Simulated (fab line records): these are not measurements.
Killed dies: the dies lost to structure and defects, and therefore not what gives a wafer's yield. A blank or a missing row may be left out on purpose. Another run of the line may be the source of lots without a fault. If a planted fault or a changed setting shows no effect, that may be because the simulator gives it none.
Matching of chambers / flow berkeleyCmos170 / UCB170_M3_ETCH_17 on rieDiel-03 has 4 sister chambers
The step etches BARC in N2/H2. 4 wafers are shown with their chamber, then 7 later ones without.

## WAFERS WITH THEIR CHAMBER
wafer=L403.6; chamber=2; throttleValvePct (%)=13.12
wafer=L408.5; chamber=1; throttleValvePct (%)=13.18
wafer=L407.2; chamber=0; throttleValvePct (%)=13.39
wafer=L407.3; chamber=3; throttleValvePct (%)=13.53

## WAFERS WITHOUT THEIR CHAMBER
wafer=L407.6; throttleValvePct (%)=13.55
wafer=L414.2; throttleValvePct (%)=13.53
wafer=L414.4; throttleValvePct (%)=13.40
wafer=L414.6; throttleValvePct (%)=13.18
wafer=L415.3; throttleValvePct (%)=13.38
wafer=L415.5; throttleValvePct (%)=13.39
wafer=L415.6; throttleValvePct (%)=13.19

## CHAMBER TAKEN BY EACH
wafer=L407.6; from the rows above=3; in truth=3
wafer=L414.2; from the rows above=3; in truth=3
wafer=L414.4; from the rows above=0; in truth=0
wafer=L414.6; from the rows above=1; in truth=1
wafer=L415.3; from the rows above=0; in truth=0
wafer=L415.5; from the rows above=0; in truth=0
wafer=L415.6; from the rows above=1; in truth=1
Correctly placed: 7 of 7. Number that these rows cannot place: 0. Placed wrongly: 0.
How it was worked out, from the rows above alone: a wafer's distance from a chamber is the root of the sum, over the readings, of the square of ((its reading less the chamber's mean) divided by the reading's scatter). The wafer belongs to the nearest chamber; if the next one is less than 2 further off, it can't be placed. For every chamber, the mean is computed from those of its wafers that are shown. The scatter: with one shown wafer a chamber, the root of the mean of the squares of how far each hidden wafer lies from its nearest shown one.
